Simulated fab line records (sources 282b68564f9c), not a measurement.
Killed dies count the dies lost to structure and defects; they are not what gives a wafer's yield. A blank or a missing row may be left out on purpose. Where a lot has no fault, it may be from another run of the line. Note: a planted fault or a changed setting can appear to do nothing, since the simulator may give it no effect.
Which of the tools did it? :: flow rit-cmos :: at 1 step of a route of 202, 14 lots with 42 wafers sampled

== WHAT EACH GAUGE READ, for each wafer ==
No reading from a measuring or inspecting step in the record can be judged against a usual standard deviation.

== EACH LOT AND THE TOOL THAT RAN IT (in order: tool; ch and the chambers of the sampled wafers; start) ==
lot: L112
RIT_NSD_EXPOSE_03: iline-stepper-01 ch 0, day 2 23:23

lot: L113
RIT_NSD_EXPOSE_03: iline-stepper-01 ch 0, day 3 05:18

lot: L115
RIT_NSD_EXPOSE_03: iline-stepper-02 ch 0, day 3 14:06

lot: L116
RIT_NSD_EXPOSE_03: iline-stepper-01, day 3 21:31

lot: L117
RIT_NSD_EXPOSE_03: iline-stepper-01, day 4 00:34

lot: L118
RIT_NSD_EXPOSE_03: iline-stepper-01 ch 0, day 4 05:15

lot: L120
RIT_NSD_EXPOSE_03: iline-stepper-01 ch 0, day 4 16:04

lot: L127
RIT_NSD_EXPOSE_03: iline-stepper-02 ch 0, day 6 10:37

lot: L128
RIT_NSD_EXPOSE_03: iline-stepper-01 ch 0, day 6 11:07

lot: L131
RIT_NSD_EXPOSE_03: iline-stepper-02 ch 0, day 7 03:13

lot: L130
RIT_NSD_EXPOSE_03: iline-stepper-02 ch 0, day 7 05:07

lot: L133
RIT_NSD_EXPOSE_03: iline-stepper-01 ch 0, day 7 18:18

lot: L134
RIT_NSD_EXPOSE_03: iline-stepper-01 ch 0, day 7 20:35

lot: L135
RIT_NSD_EXPOSE_03: iline-stepper-02 ch 0, day 8 08:07
- RIT_NSD_EXPOSE_03: exposes mask M9, target cd 40700 nm.

== WHAT THE TOOLS THEMSELVES READ (means of the sampled wafers that have a number; where no wafer has one, the mark that the record gives instead) ==
RIT_NSD_EXPOSE_03. Usual: exposure-dose-mJ-cm2 250.03, standard deviation 0.24; focus-offset-nm 0.0 nm, standard deviation 0.59.
lot: L112
tool: iline-stepper-01
exposure-dose-mJ-cm2: 250.23
focus-offset-nm (nm): -0.2
flag: 

lot: L113
tool: iline-stepper-01
exposure-dose-mJ-cm2: 250.06
focus-offset-nm (nm): 0.4
flag: 

lot: L115
tool: iline-stepper-02
exposure-dose-mJ-cm2: 250.08
focus-offset-nm (nm): -0.4
flag: 

lot: L116
tool: iline-stepper-01
exposure-dose-mJ-cm2: -
focus-offset-nm (nm): -
flag: OFF

lot: L117
tool: iline-stepper-01
exposure-dose-mJ-cm2: -
focus-offset-nm (nm): -
flag: OFF

lot: L118
tool: iline-stepper-01
exposure-dose-mJ-cm2: 249.84
focus-offset-nm (nm): -0.4
flag: 

lot: L120
tool: iline-stepper-01
exposure-dose-mJ-cm2: 249.88
focus-offset-nm (nm): 0.0
flag: 

lot: L127
tool: iline-stepper-02
exposure-dose-mJ-cm2: 250.08
focus-offset-nm (nm): 0.1
flag: 

lot: L128
tool: iline-stepper-01
exposure-dose-mJ-cm2: 250.22
focus-offset-nm (nm): -0.7
flag: 

lot: L131
tool: iline-stepper-02
exposure-dose-mJ-cm2: 250.01
focus-offset-nm (nm): 0.1
flag: 

lot: L130
tool: iline-stepper-02
exposure-dose-mJ-cm2: 249.85
focus-offset-nm (nm): 0.8
flag: 

lot: L133
tool: iline-stepper-01
exposure-dose-mJ-cm2: 250.00
focus-offset-nm (nm): -0.1
flag: 

lot: L134
tool: iline-stepper-01
exposure-dose-mJ-cm2: 250.08
focus-offset-nm (nm): 0.1
flag: 

lot: L135
tool: iline-stepper-02
exposure-dose-mJ-cm2: 249.84
focus-offset-nm (nm): 0.4
flag: 

== THE ANSWER, worked out from the rows above alone ==
Rule: a lot counts as off when the mean over its wafers that have a number is more than 3 standard deviations away from the usual mean. Also off: a lot with no number at a reading for which 4 or more lots have one. All remaining lots with rows at the step are treated as sound. First the gauges in route order, then the tools' own readings, where a lot's mean is used as printed above. The first step at which some lot is off is used, and at that step the reading that is off furthest; a lot without a number counts as furthest.
Off: L116, L117, at RIT_NSD_EXPOSE_03 (exposure-dose-mJ-cm2). Without a number there: L116, L117.
A tool fits if, at that step or a process step before it, it ran every lot that is off, and no sound lot after the first of them. Of those tried, none fits.

== WHAT THE SIMULATOR HAD INSERTED ==
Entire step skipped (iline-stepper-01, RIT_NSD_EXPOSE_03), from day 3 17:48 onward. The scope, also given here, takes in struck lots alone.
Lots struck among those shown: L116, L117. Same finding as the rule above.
